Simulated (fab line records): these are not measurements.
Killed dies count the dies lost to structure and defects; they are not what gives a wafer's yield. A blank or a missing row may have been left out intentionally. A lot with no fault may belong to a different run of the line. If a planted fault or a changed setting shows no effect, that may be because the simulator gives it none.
Comparing a struck lot with a sound one + flow ritCmos + 20 steps out of a route of 202
Sound: the wafers L535.3, L535.5, L535.6. Struck: wafers L542.1, L542.4, L542.5. Last of all comes the cause.
At each step with rows: each side's tool, then ch and its chambers, then its first start. Under that, the readings that differ: sound wafers + struck wafers + difference of the means + sigmas: that difference in standard deviations of wafers without a fault.
alike: a reading whose means differ by less than 2 such deviations, as well as words and numbers matching on both sides. not compared: withheld readings; readings where some wafer has no value; bounds like >300 that might hide an equal value; numbers whose values overlap and for which the record gives no deviation.
A row with sigmas, a row that says differs or no value, or rows on one side alone: a step with any of these is where the two part. When numbers do not overlap yet have no deviation, they are printed without sigmas and do not part them. A reading that every wafer of one side lacks parts them only if that side has two wafers or more.

first, 2 steps without rows for these wafers: RIT_NWELL_HARDBAKE_07 (time 120 s); RIT_NWELL_IMPLANT_08.
RIT_NWELL_STRIP_09: strips in O2, time 180 s.
  sound on plasmaAsher-01 ch 0,1, day 3 16:22; struck on plasmaAsher-02 ch 0,1, day 5 00:55
  alike: drypumpMotorCurrentA
  not compared: rfHoursCounterH
RIT_NWELL_TW_MEAS_10:
  sound: filmMetro-02 at day 3 16:30; struck: filmMetro-03 at day 5 01:05
| reading  | sound          | struck         | difference | sigmas |
|----------|----------------|----------------|------------|--------|
| NWELL_TW | 2084 2099 2098 | 2191 2178 2168 | +85        | +3     |
then, 6 steps without rows for these wafers: RIT_PWELL_HMDS_00 (prime time 60 s); RIT_PWELL_COAT_01 (resist thk 1300 nm); RIT_PWELL_SOFTBAKE_02 (time 60 s); RIT_PWELL_EXPOSE_03 (exposes mask M3, target cd 43700 nm); RIT_PWELL_PEB_04; RIT_PWELL_DEVELOP_05 (develop time 68 s).
RIT_PWELL_OVL_MEAS_06:
  sound: overlay-01 at day 3 17:47; struck: overlay-01 at day 5 02:09
  alike: PWELL_OVL
then, 1 step without rows for these wafers: RIT_PWELL_HARDBAKE_07 (time 120 s).
RIT_PWELL_IMPLANT_08:
  sound on implanter-02 ch 0, day 3 18:07; struck on implanter-04 ch 0, day 5 02:26
| reading          | sound                         | struck                           | difference  | sigmas      |
|------------------|-------------------------------|----------------------------------|-------------|-------------|
| doseIonsCm2      | 6.994e+13 7.003e+13 7.004e+13 | 1.1197e+14 1.1207e+14 1.1206e+14 | +4.2030e+13 | +99 or more |
| faradayCurrentUA | 226 228 229                   | 351 349 355                      | +124        | +26         |
RIT_PWELL_STRIP_09: strips in O2, time 180 s.
  sound on plasmaAsher-02 ch 0,1, day 3 18:16; struck on plasmaAsher-01 ch 0,1, day 5 02:35
  alike: drypumpMotorCurrentA
  not compared: rfHoursCounterH
RIT_PWELL_TW_MEAS_10:
  sound: filmMetro-02 at day 3 18:24; struck: filmMetro-02 at day 5 02:46
| reading  | sound       | struck         | difference | sigmas |
|----------|-------------|----------------|------------|--------|
| PWELL_TW | 929 934 935 | 1082 1083 1082 | +150       | +12    |
then, 1 step without rows for these wafers: RIT_WELLDRIVE_ANNEAL_00 (time 14700 s).
RIT_WELLDRIVE_RS_MEAS_01: uses a four-point probe to measure.
  sound: filmMetro-02 at day 3 23:44; struck: filmMetro-02 at day 5 08:28
  alike: NWELL_RS
RIT_WELLDRIVE_RS_MEAS_02: uses a four-point probe to measure.
  sound: filmMetro-02 at day 3 23:51; struck: filmMetro-02 at day 5 08:35
| reading           | sound             | struck            | difference | sigmas |
|-------------------|-------------------|-------------------|------------|--------|
| PWELL_RS (ohm/sq) | 428.1 427.8 428.9 | 320.6 320.9 320.9 | -107.5     | -83    |
then, 1 step without rows for these wafers: RIT_NRETRO_HMDS_00 (prime time 60 s).
RIT_M1_PROBE_99:
  sound: prober-02 at day 5 06:34; struck: prober-02 at day 6 15:01
| reading                          | sound             | struck            | difference | sigmas |
|----------------------------------|-------------------|-------------------|------------|--------|
| killedAtContacts                 | 3 2 0             | 0 0 0             | -2         | -4     |
| model.etest.nmos_0p3.rOnOhmUm    | 2140 2148 2170    | 2590 2570 2586    | +429       |        |
| model.etest.nmos_0p15.rOnOhmUm   | 1128 1122 1148    | 1279 1270 1262    | +138       |        |
| model.etest.pwellPinched.rsOhmSq | 452.4 447.1 455.1 | 338.5 337.2 334.2 | -114.9     |        |
| model.etest.nmosTurned.driveUaUm | 318.1 303.8 316.2 | 228.3 233.2 219.6 | -85.7      |        |
| model.etest.nmos_0p15.driveUaUm  | 458.6 458.6 465.7 | 373.8 377.6 374.7 | -85.6      |        |
| model.etest.pwell.rsOhmSq        | 414.6 407.9 413.1 | 307.5 306.1 306.1 | -105.3     |        |
| model.etest.nmosNarrow.driveUaUm | 230.7 225.3 226.9 | 165.8 168.3 164.8 | -61.3      |        |
| model.etest.nmos_0p3.driveUaUm   | 229.4 222.6 226.9 | 163.2 164.9 163   | -62.6      |        |
  alike: killedAtFrontEnd, killedDies, killedOpen, killedShort

WHERE THEY PART
At RIT_NWELL_TW_MEAS_10 first; at RIT_M1_PROBE_99 last (within this record only).

WHY: what had been put in by the simulator
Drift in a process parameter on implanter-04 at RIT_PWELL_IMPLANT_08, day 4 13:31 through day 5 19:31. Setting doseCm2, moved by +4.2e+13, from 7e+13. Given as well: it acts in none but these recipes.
